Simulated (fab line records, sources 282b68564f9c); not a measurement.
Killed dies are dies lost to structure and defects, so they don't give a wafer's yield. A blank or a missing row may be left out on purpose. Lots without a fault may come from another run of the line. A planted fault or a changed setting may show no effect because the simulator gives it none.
Which tool did it? | flow rit_cmos | 14 lots, 42 wafers sampled, at 6 steps of a route of 202

WHAT THE GAUGES READ, wafer by wafer
RIT_WELLDRIVE_RS_MEAS_01: measures by four-point-probe.
lot  | measured    | on            | NWELL_RS (ohm/sq)
L524 | day 2 10:53 | film_metro-03 | 280.6 280.3 279.5
L523 | day 2 11:23 | film_metro-01 | 279.4 279.0 279.3
L525 | day 2 16:31 | film_metro-03 | 278.8 280.0 280.2
L526 | day 3 01:43 | film_metro-03 | 277.0 276.6 277.3
L527 | day 3 02:58 | film_metro-03 | 278.6 278.2 278.8
L528 | day 3 07:01 | film_metro-03 | 278.0 278.4 277.8
L529 | day 3 15:50 | film_metro-03 | 279.8 279.2 278.7
L530 | day 3 18:43 | film_metro-01 | 279.2 279.2 278.8
L531 | day 4 00:08 | film_metro-04 | 279.3 278.0 278.9
L535 | day 4 20:46 | film_metro-04 | 277.7 278.5 278.6
L537 | day 5 12:04 | film_metro-04 | 278.4 278.3 278.8
L539 | day 5 17:08 | film_metro-03 | 280.3 280.0 279.7
L540 | day 6 01:58 | film_metro-03 | 278.3 278.5 278.0
L542 | day 6 07:00 | film_metro-03 | 279.3 278.4 278.1

RIT_NLDD_TW_MEAS_10.
lot  | measured    | on            | NLDD_TW
L524 | day 3 05:25 | film_metro-02 | 2436 2451 2439
L523 | day 3 04:57 | film_metro-01 | 2470 2485 2452
L525 | day 3 10:46 | film_metro-01 | 2465 2467 2458
L526 | day 3 18:49 | film_metro-02 | 2447 2453 2434
L527 | day 3 22:36 | film_metro-01 | 2469 2460 2472
L528 | day 3 22:50 | film_metro-02 | 2443 2449 2440
L529 | day 4 11:15 | film_metro-02 | 2456 2466 2457
L530 | day 4 13:47 | film_metro-01 | 2481 2479 2487
L531 | day 4 14:01 | film_metro-02 | 2460 2462 2446
L535 | day 5 16:53 | film_metro-02 | 2709 2702 2709
L537 | day 6 08:10 | film_metro-01 | 2489 2517 2491
L539 | day 6 11:06 | film_metro-01 | 2734 2732 2743
L540 | day 6 16:35 | film_metro-02 | 2485 2474 2475
L542 | day 6 22:52 | film_metro-04 | 2519 2491 2509

RIT_PSD_OVL_MEAS_06.
lot  | measured    | on         | PSD_OVL (nm)
L524 | day 3 13:00 | overlay-01 | -2.5 -1.5 -2.6
L523 | day 3 11:26 | overlay-01 | 0.3 0.6 1.2
L525 | day 3 17:32 | overlay-01 | 1.7 3.3 3.6
L526 | day 4 01:25 | overlay-01 | -1.5 -0.1 1.5
L527 | day 4 04:53 | overlay-02 | 1.7 2.8 1.5
L528 | day 4 05:23 | overlay-02 | 1.7 2.5 2.6
L529 | day 4 17:48 | overlay-01 | 0.0 1.3 -1.2
L530 | day 4 20:34 | overlay-02 | -1.0 -0.5 -0.3
L531 | day 4 21:42 | overlay-01 | 1.6 0.0 2.3
L535 | day 5 23:31 | overlay-01 | -1.2 1.1 1.1
L537 | day 6 15:03 | overlay-02 | -1.1 -1.1 -1.7
L539 | day 6 18:12 | overlay-01 | 1.2 -0.5 0.1
L540 | day 6 23:51 | overlay-01 | 2.7 1.8 1.3
L542 | day 7 05:43 | overlay-01 | -0.2 -1.0 0.7

RIT_SDANNEAL_RS_MEAS_07: measures by four-point-probe.
lot  | measured    | on            | NLDD_RS (ohm/sq)
L524 | day 3 14:22 | film_metro-01 | 150.5 150.1 150.8
L523 | day 3 12:48 | film_metro-04 | 151.8 150.8 151.8
L525 | day 3 19:02 | film_metro-04 | 150.6 150.6 150.4
L526 | day 4 02:47 | film_metro-02 | 151.5 151.7 152.1
L527 | day 4 06:22 | film_metro-01 | 151.0 150.8 150.9
L528 | day 4 06:47 | film_metro-02 | 152.2 151.5 151.9
L529 | day 4 19:10 | film_metro-01 | 152.6 152.7 151.9
L530 | day 4 21:56 | film_metro-04 | 151.7 151.8 151.3
L531 | day 4 23:04 | film_metro-02 | 152.8 152.3 152.7
L535 | day 6 00:53 | film_metro-02 | 113.7 114.1 114.1
L537 | day 6 16:37 | film_metro-04 | 151.6 151.3 151.1
L539 | day 6 19:34 | film_metro-02 | 113.9 113.2 113.8
L540 | day 7 01:17 | film_metro-01 | 151.3 150.6 151.1
L542 | day 7 07:10 | film_metro-01 | 151.6 151.5 152.1

WHICH TOOL RAN EACH LOT (tool, then ch and the chambers of the sampled wafers, then the start)
lot  | RIT_PRETRO_STRIP_09                 | RIT_NLDD_IMPLANT_08
L524 | plasma_asher-03 ch 1, day 2 14:08   | implanter-04 ch 0, day 3 05:05
L523 | plasma_asher-02 ch 0,1, day 2 14:56 | implanter-02 ch 0, day 3 04:37
L525 | plasma_asher-03 ch 0,1, day 2 19:46 | implanter-04 ch 0, day 3 10:28
L526 | plasma_asher-01 ch 0,1, day 3 05:19 | implanter-04 ch 0, day 3 18:31
L527 | plasma_asher-02 ch 0,1, day 3 06:26 | implanter-04 ch 0, day 3 22:17
L528 | plasma_asher-01 ch 0,1, day 3 10:15 | implanter-02 ch 0, day 3 22:31
L529 | plasma_asher-02 ch 0,1, day 3 19:23 | implanter-04 ch 0, day 4 10:56
L530 | plasma_asher-03 ch 0,1, day 3 22:00 | implanter-01 ch 0, day 4 13:29
L531 | plasma_asher-01 ch 0,1, day 4 03:22 | implanter-02 ch 0, day 4 13:41
L535 | plasma_asher-01 ch 0,1, day 5 00:00 | implanter-04 ch 0, day 5 16:34
L537 | plasma_asher-03 ch 0,1, day 5 15:23 | implanter-01 ch 0, day 6 07:50
L539 | plasma_asher-03 ch 0,1, day 5 20:26 | implanter-04 ch 0, day 6 10:46
L540 | plasma_asher-02 ch 0,1, day 6 05:20 | implanter-01 ch 0, day 6 16:04
L542 | plasma_asher-03 ch 0,1, day 6 10:14 | implanter-01 ch 0, day 6 22:33
- RIT_PRETRO_STRIP_09: strips in O2, time 180 s.
- RIT_NLDD_IMPLANT_08

WHAT THE TOOLS THEMSELVES READ (means of the sampled wafers that have a number; where no wafer has one, the mark that the record gives instead)
RIT_PRETRO_STRIP_09.
lot  | tool            | drypump_motor_current_A (A)
L524 | plasma_asher-03 | 5.6
L523 | plasma_asher-02 | 5.6
L525 | plasma_asher-03 | 5.8
L526 | plasma_asher-01 | 5.8
L527 | plasma_asher-02 | 5.6
L528 | plasma_asher-01 | 6.1
L529 | plasma_asher-02 | 5.8
L530 | plasma_asher-03 | 5.8
L531 | plasma_asher-01 | 6.2
L535 | plasma_asher-01 | 5.8
L537 | plasma_asher-03 | 5.7
L539 | plasma_asher-03 | 5.8
L540 | plasma_asher-02 | 5.6
L542 | plasma_asher-03 | 5.7

RIT_NLDD_IMPLANT_08.
lot  | tool         | dose_ions_cm2 | end_station_pressure_torr (Torr) | faraday_current_uA
L524 | implanter-04 | 5.001e+14     | 6.2e-06                          | 1559
L523 | implanter-02 | 4.996e+14     | 6.2e-06                          | 1574
L525 | implanter-04 | 5.000e+14     | 6.2e-06                          | 1552
L526 | implanter-04 | 4.997e+14     | 5.9e-06                          | 1559
L527 | implanter-04 | 5.000e+14     | 6.2e-06                          | 1600
L528 | implanter-02 | 5.000e+14     | 6.3e-06                          | 1563
L529 | implanter-04 | 4.998e+14     | 6.4e-06                          | 1591
L530 | implanter-01 | 4.999e+14     | 5.9e-06                          | 1557
L531 | implanter-02 | 5.005e+14     | 6.2e-06                          | 1565
L535 | implanter-04 | 7.136e+14     | 6.8e-06                          | 2267
L537 | implanter-01 | 4.998e+14     | 6.2e-06                          | 1565
L539 | implanter-04 | 7.132e+14     | 6.5e-06                          | 2237
L540 | implanter-01 | 5.001e+14     | 6.4e-06                          | 1556
L542 | implanter-01 | 5.000e+14     | 6.2e-06                          | 1593

THE ANSWER, worked out from the rows above alone
Rule: what is usual is taken from the lots themselves. Put in order of their means at a reading, lots are off if they are a third of the lots or fewer, leave a main group of 4 or more, and stand apart from it by a gap of 3 or more times the standard deviation of the main group's means; of several such gaps the widest counts. A main group whose means are all the same, to the digits that the tables above print for the reading, isn't used. A lot without any number at a reading at which 4 lots or more have one is off too. The other lots that the step has rows for count as sound. The gauges are gone through in route order, then the tools' own readings, and for those a lot's mean is taken as printed above. The first step at which some lot is off is used, and at that step the reading that is off furthest; a lot without a number counts as furthest.
Off: L535, L539, at RIT_NLDD_TW_MEAS_10 (NLDD_TW). The main group: mean 2468, standard deviation 20.
A tool fits if, at a process step before that reading, it ran every lot that is off, and no sound lot after the first of them. The gauges at RIT_NLDD_TW_MEAS_10 aren't tried: what is off there is off at RIT_NLDD_IMPLANT_08 too, on other tools, and a gauge's error can't cause that. One fits: implanter-04 at RIT_NLDD_IMPLANT_08. Its last sound lot is L529 (day 4 10:56), its first lot that is off L535 (day 5 16:34): a fault that began between those two fits.
The tool's own readings at RIT_NLDD_IMPLANT_08 bear it out: on the lots that are off they differ by more than 5 times the standard deviation of the sound lots' means. dose_ions_cm2 reads 7.134e+14 there against 5.000e+14 on the sound lots; faraday_current_uA reads 2252 there against 1570 on the sound lots.

WHAT THE SIMULATOR HAD PUT IN
Process parameter drift: implanter-04, from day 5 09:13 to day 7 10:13, at RIT_NLDD_IMPLANT_08. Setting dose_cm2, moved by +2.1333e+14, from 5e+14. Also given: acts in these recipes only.
Lots struck among those shown: L535, L539. The rule above found the same.
